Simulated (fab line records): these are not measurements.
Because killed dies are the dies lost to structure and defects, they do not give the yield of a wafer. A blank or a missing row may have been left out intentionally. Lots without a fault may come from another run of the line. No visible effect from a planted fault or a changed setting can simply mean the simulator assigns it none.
Which tool is to blame? | flow rit cmos | 42 wafers from 14 lots sampled at 2 of the route's 202 steps

WHAT THE GAUGES READ, wafer by wafer
RIT_PRETRO_TW_MEAS_10. Usual: PRETRO_TW gives 476.1 (standard deviation 2.7).
lot  | measured    | on            | PRETRO_TW         | flag
L140 | day 2 08:14 | film metro-02 | 477.1 478.7 476.6 |
L141 | day 2 13:18 | film metro-01 | 471.1 472.1 472.2 |
L142 | day 2 18:20 | film metro-02 | 477.9 479.6 476.6 |
L144 | day 3 03:23 | film metro-02 | 477.1 478.4 473.7 |
L145 | day 3 09:42 | film metro-02 | 475.4 477.1 479.7 |
L146 | day 3 13:45 | film metro-04 | 480.2 481.8 482.4 |
L152 | day 4 19:21 | film metro-04 | 457.3 458.7 460.4 | OFF
L153 | day 5 00:10 | film metro-04 | 478.1 476.9 478.7 |
L156 | day 5 17:26 | film metro-01 | 458.7 458.3 456.6 | OFF
L157 | day 5 21:00 | film metro-04 | 481.0 479.3 478.1 |
L158 | day 6 01:22 | film metro-01 | 473.6 473.1 473.6 |
L159 | day 6 07:56 | film metro-04 | 476.3 475.3 474.2 |
L162 | day 6 21:07 | film metro-01 | 475.8 472.1 473.5 |
L163 | day 7 02:20 | film metro-01 | 473.7 472.1 471.1 |

EACH LOT AND THE TOOL THAT RAN IT (in order: tool; ch and the chambers of the sampled wafers; start)
lot  | RIT_PRETRO_IMPLANT_08
L140 | implanter-04 ch 0, day 2 07:56
L141 | implanter-03 ch 0, day 2 12:59
L142 | implanter-03 ch 0, day 2 18:01
L144 | implanter-01 ch 0, day 3 03:04
L145 | implanter-04 ch 0, day 3 09:22
L146 | implanter-04 ch 0, day 3 13:25
L152 | implanter-04 ch 0, day 4 19:01
L153 | implanter-01 ch 0, day 4 23:52
L156 | implanter-04 ch 0, day 5 17:09
L157 | implanter-01 ch 0, day 5 20:40
L158 | implanter-03 ch 0, day 6 01:02
L159 | implanter-01 ch 0, day 6 07:38
L162 | implanter-03 ch 0, day 6 20:47
L163 | implanter-03 ch 0, day 7 02:02
- RIT_PRETRO_IMPLANT_08

WHAT THE TOOLS THEMSELVES READ (means of the sampled wafers that have a number; where no wafer has one, the mark that the record gives instead)
RIT_PRETRO_IMPLANT_08. Usual: beam on s 10.03 s, standard deviation 0.19; dose ions cm2 1.1996e+13, standard deviation 1.3e+10; faraday current uA 37.9, standard deviation 0.74.
lot  | tool         | beam on s (s) | dose ions cm2 | faraday current uA | flag
L140 | implanter-04 | 9.99          | 1.1988e+13    | 38.1               |
L141 | implanter-03 | 10.18         | 1.1997e+13    | 37.6               |
L142 | implanter-03 | 10.10         | 1.1984e+13    | 37.7               |
L144 | implanter-01 | 9.88          | 1.1994e+13    | 38.6               |
L145 | implanter-04 | 10.08         | 1.1991e+13    | 37.8               |
L146 | implanter-04 | 10.21         | 1.1993e+13    | 37.3               |
L152 | implanter-04 | 10.08         | 1.0548e+13    | 33.3               | OFF
L153 | implanter-01 | 10.14         | 1.1999e+13    | 37.6               |
L156 | implanter-04 | 10.01         | 1.0564e+13    | 33.4               | OFF
L157 | implanter-01 | 10.02         | 1.2005e+13    | 38.0               |
L158 | implanter-03 | 10.31         | 1.1996e+13    | 36.9               |
L159 | implanter-01 | 10.15         | 1.2005e+13    | 37.5               |
L162 | implanter-03 | 10.02         | 1.2004e+13    | 38.0               |
L163 | implanter-03 | 10.00         | 1.2009e+13    | 38.1               |

THE ANSWER, worked out from the rows above alone
Rule: a lot counts as off when the mean over its wafers that have a number is more than 3 standard deviations away from the usual mean. A lot without any number at a reading at which 4 lots or more have one is off too. All remaining lots with rows at the step are treated as sound. First the gauges in route order, then the tools' own readings, where a lot's mean is used as printed above. At the first step where some lot is off, the reading lying furthest off is the one used; lots without a number count as furthest.
Off: L152, L156, seen at RIT_PRETRO_TW_MEAS_10 (PRETRO_TW).
A tool fits if, at a process step before that reading, it ran every lot that is off, and no sound lot after the first of them. Not tried: the gauges at RIT_PRETRO_TW_MEAS_10; whatever is off there is also off at RIT_PRETRO_IMPLANT_08, on other tools, and gauge error can't account for it. One candidate fits, namely implanter-04 at RIT_PRETRO_IMPLANT_08. Its last sound lot is L146 (day 3 13:25), its first lot that is off L152 (day 4 19:01): a fault that began between those two fits.
The tool's own readings at RIT_PRETRO_IMPLANT_08 bear it out: on the lots that are off they differ by more than 5 times the standard deviation of the sound lots' means. dose ions cm2 reads 1.0556e+13 there against 1.1997e+13 on the sound lots; faraday current uA reads 33.3 there against 37.8 on the sound lots.

WHAT THE SIMULATOR PUT IN
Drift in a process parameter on implanter-04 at RIT_PRETRO_IMPLANT_08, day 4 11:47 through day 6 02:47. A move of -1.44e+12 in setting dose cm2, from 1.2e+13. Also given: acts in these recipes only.
Shown lots that were struck: L152, L156. The same result came from the rule above.
